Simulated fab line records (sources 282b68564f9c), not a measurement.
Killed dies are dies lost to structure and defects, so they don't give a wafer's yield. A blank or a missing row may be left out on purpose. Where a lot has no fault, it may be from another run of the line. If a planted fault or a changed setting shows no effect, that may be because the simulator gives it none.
fab line records	flow rit_cmos
[record] lots = 5	wafers = 15	last_day = 7
route steps=202 shown CONTACT@176 M1@184
lots that met no fault: from a run of the same line without faults
start_h: hours from the record's opening day to when the first of the lot's shown wafers began	wait_h: how many hours have passed since the lot's step before this one	" identical to the entry in the row above	L1.1+2: a row that stands for several wafers	- value missing, or start not given	* or withheld: withheld	< > ~ a bound
route shown NAME@n: NAME is a module with steps in the file, n the number in the route of the first one	usual: mean/standard deviation of fault-free wafers	same: alike in all rows	chamber/n: place in a boat	sites: the reading at each site	_std_site: standard deviation of those values	_edge_site: mean of outer sites minus mean of inner sites	radius_mm: for every site, how far away it sits from the centre of the wafer	mask NAME#n: copy n	behind: the tool/chamber that last shaped the wafer	hold: the reason the lot was held/the length of the hold in hours/how it ended	device: the n, p or np transistor that did not switch	end of line: the same wafers' tests at the end of the route	for a step that has no rows: nothing shown but its recipe	killed: count of dies lost to structure and defects at first sort (not the wafer's yield)	map: a wafer's dies, marking killed ones x, the rest . and places with no die _
set.NAME: the setting the step ran with; set.NAME@STEP: the setting that earlier step ran with	model.NAME: the simulator's own value behind a step, which no gauge read
lots at some steps of the route; a table a step, a row a wafer
services: from which hour (start_h, from the record's first day; less than 0 if before it) a tool's chamber was out of use, for how many hours, and why
[[steps]]
[step RIT_CONTACT_CD_MEAS_08]
[recipe] target_cd_nm = 1000
[usual] cd_nm = 999.0/2.6
lot.wafer	tool	chamber	start_h	wait_h	cd_nm
L400.3	cd_sem-01	-	92.02	-	1000.3
L400.5	"	-	"	"	1000.0
L400.6	"	-	"	"	1001.9
L403.2	cd_sem-02	-	108.94	-	1001.2
L403.3	"	-	"	"	999.6
L403.4	"	-	"	"	1000.6
L407.1	cd_sem-01	-	129.67	-	998.6
L407.2	"	-	"	"	999.6
L407.6	"	-	"	"	1000.3
L412.2	cd_sem-02	-	160.38	-	995.4
L412.4	"	-	"	"	995.2
L412.5	"	-	"	"	995.7
L415.1	cd_sem-02	-	173.42	-	1001.5
L415.3	"	-	"	"	1003.0
L415.4	"	-	"	"	1001.4
[step RIT_CONTACT_OVL_MEAS_09]
[usual] CONTACT_OVL = 1.5/1.5
lot.wafer	tool	chamber	start_h	wait_h	CONTACT_OVL[nm]
L400.3	overlay-02	-	92.11	0.1	0.9
L400.5	"	-	"	"	1.1
L400.6	"	-	"	"	2.4
L403.2	overlay-02	-	109.05	0.1	2.8
L403.3	"	-	"	"	3.4
L403.4	"	-	"	"	2.6
L407.1	overlay-02	-	129.79	0.1	-0.5
L407.2	"	-	"	"	-1.3
L407.6	"	-	"	"	-1.6
L412.2	overlay-02	-	160.48	0.1	-1.6
L412.4	"	-	"	"	0.6
L412.5	"	-	"	"	1.4
L415.1	overlay-02	-	173.54	0.1	1.0
L415.3	"	-	"	"	3.1
L415.4	"	-	"	"	-1.1
[step RIT_CONTACT_HARDBAKE_10]
[recipe] resist = NOVOLAK	temp_c = 140	time_s = 60
[step RIT_CONTACT_ETCH_11]
[recipe] target_depth_a = 4800	over_etch_frac = 0.2	stop_on = TiSi2	chemistry = CHF3/CF4/Ar	target = SiO2	CHF3_flow_sccm = 50	cf4_flow_sccm = 10	Ar_flow_sccm = 100	O2_flow_sccm = 5	pressure_mtorr = 100	rf_w = 200	time_s = 320
[usual] CHF3_flow_sccm = 50.03/0.15	drypump_motor_current_A = 5.8/0.55	oes_product_au = 0.994/0.015	throttle_valve_pct = 8.89/0.14
lot.wafer	tool	chamber	start_h	wait_h	CHF3_flow_sccm	drypump_motor_current_A	oes_product_au	rf_hours_counter_h	throttle_valve_pct
L400.3	rie_diel-04	1	92.42	0.1	50.39	6.7	0.991	9	8.78
L400.5	"	2	"	"	50.01	5.9	1.005	-	9.02
L400.6	"	1	"	"	50.23	6.7	0.988	-	8.78
L403.2	rie_diel-04	2	109.23	0.1	49.98	5.9	0.998	4	9.02
L403.3	"	1	"	"	50.13	6.7	0.996	9	8.79
L403.4	"	0	"	"	49.98	5.3	0.970	6	8.78
L407.1	rie_diel-01	0	129.98	0.1	50.06	6.0	0.975	151	8.97
L407.2	"	3	"	"	49.88	6.4	0.982	28	8.97
L407.6	"	3	"	"	49.92	6.4	0.987	-	8.97
L412.2	rie_diel-02	0	160.66	0.1	49.78	5.4	0.983	82	8.61
L412.4	"	2	"	"	50.07	6.4	1.008	138	9.05
L412.5	"	0	"	"	50.31	5.4	0.992	-	8.61
L415.1	rie_diel-02	2	173.73	0.1	50.03	6.4	1.022	138	9.05
L415.3	"	1	"	"	50.14	5.8	0.992	109	8.87
L415.4	"	3	"	"	49.97	6.0	1.015	81	8.62
[step RIT_CONTACT_STRIP_12]
[recipe] chemistry = O2	time_s = 180	resist = NOVOLAK	platen_temp_c = withheld	power_w = 500	pressure_mtorr = 4000	o2_flow_sccm = 4000
[usual] drypump_motor_current_A = 5.93/0.27
lot.wafer	tool	chamber	start_h	wait_h	drypump_motor_current_A	rf_hours_counter_h
L400.3	plasma_asher-02	1	92.67	0.2	6.11	-
L400.5	"	0	"	"	5.44	-
L400.6	"	1	"	"	6.14	-
L403.2	plasma_asher-03	1	109.42	0.1	6.01	47
L403.3	"	1	"	"	6.01	-
L403.4	"	0	"	"	6.14	-
L407.1	plasma_asher-03	1	130.17	0.1	6.02	49
L407.2	"	0	"	"	6.14	49
L407.6	"	0	"	"	6.15	-
L412.2	plasma_asher-03	0	160.86	0.1	6.20	52
L412.4	"	0	"	"	6.17	-
L412.5	"	0	"	"	6.20	-
L415.1	plasma_asher-03	0	173.92	0.1	6.14	54
L415.3	"	0	"	"	6.14	-
L415.4	"	1	"	"	5.97	-
[step RIT_CONTACT_CD_MEAS_90]
[recipe] target_cd_nm = 1000
[usual] cd_nm = 999.0/2.7
lot.wafer	tool	chamber	start_h	wait_h	cd_nm
L400.3	cd_sem-01	-	92.83	0.1	1000.2
L400.5	"	-	"	"	1000.0
L400.6	"	-	"	"	1001.7
L403.2	cd_sem-02	-	109.62	0.1	1001.0
L403.3	"	-	"	"	999.7
L403.4	"	-	"	"	1001.1
L407.1	cd_sem-01	-	130.35	0.1	999.1
L407.2	"	-	"	"	999.5
L407.6	"	-	"	"	1000.3
L412.2	cd_sem-02	-	161.05	0.1	995.5
L412.4	"	-	"	"	995.1
L412.5	"	-	"	"	995.2
L415.1	cd_sem-01	-	174.09	0.1	1001.7
L415.3	"	-	"	"	1003.1
L415.4	"	-	"	"	1001.7
[step RIT_CONTACT_CLEAN_13]
[recipe] chemistry = SC1	mix = 3:3:50	time_s = 600	temp_c = 75
[step RIT_CONTACT_CLEAN_14]
[recipe] chemistry = SC2	mix = 3:3:50	time_s = 600	temp_c = 75	dry = n2_spin
[step RIT_M1_SPUTTER_00]
[recipe] material = Al	target_thk_nm = 400	power_w = 2000	chamber_pressure_pa = 0.4	gas = Ar	time_s = 500	substrate_temp_c = 25
[usual] throttle_valve_pct = 29.7/1.1
lot.wafer	tool	chamber	start_h	wait_h	throttle_valve_pct
L400.3	pvd_sputter-03	-	93.26	0.0	31.6
L400.5	"	-	"	"	29.9
L400.6	"	-	"	"	29.3
L403.2	pvd_sputter-02	-	110.08	0.0	28.1
L403.3	"	-	"	"	29.1
L403.4	"	-	"	"	28.2
L407.1	pvd_sputter-01	-	130.83	0.0	29.3
L407.2	"	-	"	"	30.4
L407.6	"	-	"	"	31.7
L412.2	pvd_sputter-03	-	161.52	0.0	29.1
L412.4	"	-	"	"	30.8
L412.5	"	-	"	"	29.0
L415.1	pvd_sputter-02	-	174.58	0.0	27.8
L415.3	"	-	"	"	29.2
L415.4	"	-	"	"	27.8
[step RIT_M1_RS_MEAS_01]
[recipe] thk_meas_gauge = four-point-probe	reads = Al_of_M1_SPUTTER_00
[usual] M1_AL_RS = 0.0738/0.00072
lot.wafer	tool	chamber	start_h	wait_h	M1_AL_RS[ohm/sq]
L400.3	film_metro-02	-	93.59	0.2	0.0730
L400.5	"	-	"	"	0.0736
L400.6	"	-	"	"	0.0735
L403.2	film_metro-02	-	110.40	0.2	0.0745
L403.3	"	-	"	"	0.0737
L403.4	"	-	"	"	0.0740
L407.1	film_metro-03	-	131.13	0.1	0.0737
L407.2	"	-	"	"	0.0746
L407.6	"	-	"	"	0.0736
L412.2	film_metro-01	-	161.83	0.2	0.0740
L412.4	"	-	"	"	0.0737
L412.5	"	-	"	"	0.0738
L415.1	film_metro-01	-	174.88	0.1	0.0732
L415.3	"	-	"	"	0.0725
L415.4	"	-	"	"	0.0732
[step RIT_M1_THK_MEAS_02]
[recipe] thk_meas_gauge = xrf	reads = Al_of_M1_SPUTTER_00
[usual] M1_AL_THK = 401/4.2
lot.wafer	tool	chamber	start_h	wait_h	M1_AL_THK[nm]
L400.3	film_metro-02	-	93.69	0.1	406
L400.5	"	-	"	"	402
L400.6	"	-	"	"	404
L403.2	film_metro-02	-	110.51	0.1	400
L403.3	"	-	"	"	402
L403.4	"	-	"	"	400
L407.1	film_metro-03	-	131.25	0.1	398
L407.2	"	-	"	"	396
L407.6	"	-	"	"	400
L412.2	film_metro-01	-	161.94	0.1	399
L412.4	"	-	"	"	402
L412.5	"	-	"	"	400
L415.1	film_metro-01	-	175.00	0.1	407
L415.3	"	-	"	"	407
L415.4	"	-	"	"	403
[step RIT_M1_HMDS_03]
[recipe] prime_time_s = 60	prime_temp_c = 140
[step RIT_M1_COAT_04]
[recipe] resist = NOVOLAK	spin_rpm = 2000	resist_thk_nm = 1300
[usual] dispense_pressure_kPa = 49/4.4
lot.wafer	tool	chamber	start_h	wait_h	dispense_pressure_kPa	model.NOVOLAK_of_M1_COAT_04.thk_nm
L400.3	litho_track-03	0	93.93	0.1	55	1305
L400.5	"	0	"	"	55	1301
L400.6	"	0	"	"	55	1306
L403.2	litho_track-01	0	110.73	0.1	50	1298
L403.3	"	0	"	"	50	1293
L403.4	"	0	"	"	50	1295
L407.1	litho_track-03	0	131.46	0.1	55	1316
L407.2	"	0	"	"	55	1315
L407.6	"	0	"	"	55	1315
L412.2	litho_track-01	0	162.17	0.1	50	1294
L412.4	"	0	"	"	50	1296
L412.5	"	0	"	"	50	1293
L415.1	litho_track-01	0	175.24	0.1	50	1296
L415.3	"	0	"	"	50	1298
L415.4	"	0	"	"	50	1295
[step RIT_M1_SOFTBAKE_05]
[recipe] resist = NOVOLAK	temp_c = 90	time_s = 60
[step RIT_M1_EXPOSE_06]
[recipe] mask_id = M12	na = 0.6	source_shape = conventional	sigma_outer = 0.5	target_cd_nm = 2600	dose_mj = 250
[step RIT_M1_PEB_07]
[recipe] resist = NOVOLAK	temp_c = withheld	time_s = withheld
[step RIT_M1_DEVELOP_08]
[recipe] resist = NOVOLAK	develop_time_s = 68	dev_temp_c = 23
[step RIT_M1_CD_MEAS_09]
[recipe] target_cd_nm = 2600
[usual] cd_nm = 2601.5/2
lot.wafer	tool	chamber	start_h	wait_h	cd_nm
L400.3	cd_sem-02	-	94.78	-	2601.8
L400.5	"	-	"	"	2602.2
L400.6	"	-	"	"	2601.4
L403.2	cd_sem-01	-	111.58	-	2602.0
L403.3	"	-	"	"	2602.1
L403.4	"	-	"	"	2601.0
L407.1	cd_sem-02	-	132.31	-	2602.8
L407.2	"	-	"	"	2604.4
L407.6	"	-	"	"	2604.4
L412.2	cd_sem-02	-	163.03	-	2600.3
L412.4	"	-	"	"	2600.2
L412.5	"	-	"	"	2600.4
L415.1	cd_sem-02	-	175.97	-	2600.3
L415.3	"	-	"	"	2599.4
L415.4	"	-	"	"	2600.7
[step RIT_M1_OVL_MEAS_10]
[usual] M1_OVL = -0.1/1.5
lot.wafer	tool	chamber	start_h	wait_h	M1_OVL[nm]
L400.3	overlay-01	-	94.87	0.1	2.5
L400.5	"	-	"	"	0.8
L400.6	"	-	"	"	-0.5
L403.2	overlay-02	-	111.69	0.1	-0.7
L403.3	"	-	"	"	-3.4
L403.4	"	-	"	"	-2.5
L407.1	overlay-02	-	132.43	0.1	1.4
L407.2	"	-	"	"	0.9
L407.6	"	-	"	"	1.1
L412.2	overlay-02	-	163.13	0.1	1.6
L412.4	"	-	"	"	1.7
L412.5	"	-	"	"	0.7
L415.1	overlay-02	-	176.09	0.1	-1.6
L415.3	"	-	"	"	1.2
L415.4	"	-	"	"	1.7
[step RIT_M1_HARDBAKE_11]
[recipe] resist = NOVOLAK	temp_c = 140	time_s = 120
[step RIT_M1_METAL_ETCH_12]
[recipe] stop_on = SiO2	chemistry = Cl2/BCl3	target = Al	time_s = 165	over_etch_frac = 0.5	pressure_mtorr = 100	target_depth_a = 6000	rf_w = 250	Cl2_flow_sccm = 60	bcl3_flow_sccm = 50
[usual] drypump_motor_current_A = 5.43/0.19	oes_product_au = 0.775/0.013	throttle_valve_pct = 8.32/0.089
lot.wafer	tool	chamber	start_h	wait_h	drypump_motor_current_A	oes_product_au	rf_hours_counter_h	throttle_valve_pct	model.NOVOLAK_of_M1_COAT_04.thk_nm
L400.3	rie_metal-04	1	95.20	0.2	5.43	0.793	-	8.48	808.8
L400.5	"	0	"	"	5.48	0.758	-	8.31	810.2
L400.6	"	1	"	"	5.41	0.777	-	8.48	810.1
L403.2	rie_metal-04	1	112.27	0.2	5.43	0.763	4.9	8.47	801.4
L403.3	"	0	"	"	5.45	0.760	-	8.30	803.2
L403.4	"	1	"	"	5.40	0.773	-	8.48	798.4
L407.1	rie_metal-02	0	132.72	0.2	5.73	0.787	1.5	8.27	823.6
L407.2	"	1	"	"	5.25	0.771	1.5	8.24	821.9
L407.6	"	0	"	"	5.75	0.795	-	8.26	822.5
L412.2	rie_metal-04	0	163.41	0.2	5.46	0.755	5.4	8.30	804.9
L412.4	"	0	"	"	5.46	0.764	-	8.30	804.3
L412.5	"	1	"	"	5.40	0.772	-	8.49	798.6
L415.1	rie_metal-04	1	176.38	0.2	5.42	0.791	5.6	8.47	802.2
L415.3	"	1	"	"	5.42	0.790	-	8.49	805.7
L415.4	"	0	"	"	5.43	0.765	-	8.31	809.1
[step RIT_M1_STRIP_13]
[recipe] chemistry = nmp	resist = NOVOLAK	temp_c = 80	time_s = 600	dry = n2_spin
[step RIT_M1_PROBE_99]
[usual] defect_limited_yield = 97.5/1.1	killed_at_contacts = 0.1/0.27	killed_at_front_end = 6.4/2.9	killed_dies = 6.5/3	killed_open = 3.3/1.9	killed_short = 3.2/1.7	sort_bin_3_pad_short = 0.1/0.22	sort_bin_5_function = 1.4/0.79	sort_bin_6_memory = 1.0/0.6	sort_n_pass = 257.5/3	sort_yield_pct = 97.5/1.1
[same] gross_dies = 264	killed_at_M0_to_M3 = 0	killed_at_M4_up = 0	killed_at_back_side = 0	killed_at_other = 0
lot.wafer	tool	chamber	start_h	wait_h	defect_limited_yield[%]	killed_at_contacts	killed_at_front_end	killed_dies	killed_open	killed_short	sort_bin_3_pad_short[%]	sort_bin_5_function[%]	sort_bin_6_memory[%]	sort_n_pass	sort_yield_pct[%]
L400.3	prober-02	-	98.77	0.2	95.8	0	11	11	8	3	0.4	2.7	1.1	253.0	95.8
L400.5	prober-02	-	98.87	0.2	97.7	0	6	6	3	3	0	1.5	0.8	258.0	97.7
L400.6	prober-02	-	98.92	0.2	97.0	1	7	8	4	4	0.8	1.9	0.4	256.0	97.0
L403.2	prober-01	-	115.01	0.1	97.0	1	7	8	4	4	0	1.1	1.9	256.0	97.0
L403.3	prober-01	-	115.06	0.2	97.7	0	6	6	4	2	0	1.1	1.1	258.0	97.7
L403.4	prober-01	-	115.11	0.2	96.6	0	9	9	6	3	0	2.7	0.8	255.0	96.6
L412.2	prober-02	-	165.73	0.1	98.1	0	5	5	3	2	0.4	0.8	0.8	259.0	98.1
L412.4	prober-02	-	165.83	0.2	99.2	0	2	2	2	0	0	0.4	0.4	262.0	99.2
L412.5	prober-02	-	165.88	0.2	98.5	0	4	4	3	1	0	1.1	0.4	260.0	98.5
// killed by level:class
L400.3 SILICIDE:geometric_particle:open=4 SILICIDE:geometric_particle:short=2 FOX2:geometric_particle:short=1 FOX2:geometric_particle:open=1 GATE:geometric_particle:open=1 REOX:geometric_particle:open=1 SPACER:geometric_particle:open=1
L400.5 GATE:geometric_particle:short=3 GATE:geometric_particle:open=2 REOX:geometric_particle:open=1
L400.6 GATE:geometric_particle:open=2 REOX:geometric_particle:open=2 GATE:geometric_particle:short=1 REOX:geometric_particle:short=1 SILICIDE:geometric_particle:short=1 CONTACT:geometric_particle:short=1
L403.2 FOX1:geometric_particle:open=2 FOX2:geometric_particle:open=2 SILICIDE:geometric_particle:short=2 GATE:geometric_particle:short=1 CONTACT:geometric_particle:short=1
L403.3 ACTIVE:geometric_particle:open=1 FOX2:geometric_particle:short=1 GATE:geometric_particle:open=1 REOX:geometric_particle:open=1 SPACER:geometric_particle:open=1 SILICIDE:geometric_particle:short=1
L403.4 GATE:geometric_particle:short=3 GATE:geometric_particle:open=2 REOX:geometric_particle:open=2 SILICIDE:geometric_particle:open=2
L412.2 GATE:geometric_particle:open=2 GATE:geometric_particle:short=1 REOX:geometric_particle:open=1 SILICIDE:geometric_particle:short=1
L412.4 GATE:geometric_particle:open=1 SILICIDE:geometric_particle:open=1
L412.5 GATE:geometric_particle:open=2 SPACER:geometric_particle:open=1 SPACER:geometric_particle:short=1
[[services]]
tool	chamber	start_h	hours	kind
rie_diel-02	3	89.32	9.2	repair
rie_diel-04	3	92.29	5.8	repair
rie_diel-01	2	102.00	9.5	repair
pvd_sputter-01	-	102.39	2.7	repair
rie_diel-04	2	105.54	3.2	repair
plasma_asher-02	-	108.75	9.0	pm
plasma_asher-02	0	108.75	9.0	vent_cycle
plasma_asher-02	1	108.75	9.0	vent_cycle
plasma_asher-02	0	117.75	-	clean
plasma_asher-02	1	117.75	-	clean
rie_diel-02	1	139.27	7.1	repair
rie_diel-01	0	143.46	-	clean
rie_diel-01	0	143.46	19.5	scheduled_down
rie_diel-01	0	143.46	19.5	vent_cycle
rie_metal-04	-	156.83	4.3	pm
rie_metal-04	-	168.96	1.2	repair
rie_metal-02	-	172.89	0.6	repair
[[key]]
first_sign none at tools or gauges
[model_effect] step = RIT_M1_COAT_04	value = NOVOLAK_of_M1_COAT_04.thk_nm	without = 1298	struck = 1315
[model_effect] step = RIT_M1_METAL_ETCH_12	value = NOVOLAK_of_M1_COAT_04.thk_nm	without = 807.5	struck = 822.7
met_at RIT_M1_COAT_04
struck_wafers L407.1,L407.2,L407.6
onset_between 93.93 131.46
also_fits RIT_CONTACT_ETCH_11:rie_diel-01,RIT_M1_SPUTTER_00:pvd_sputter-01
[fault] kind = process_parameter_drift	tool = litho_track-03	chamber = -	onset_h = 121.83	steps = RIT_M1_COAT_04	channel = resist_thk_nm	offset = 17.618	shape = step	acts_in = these_recipes_only	stated = 1300
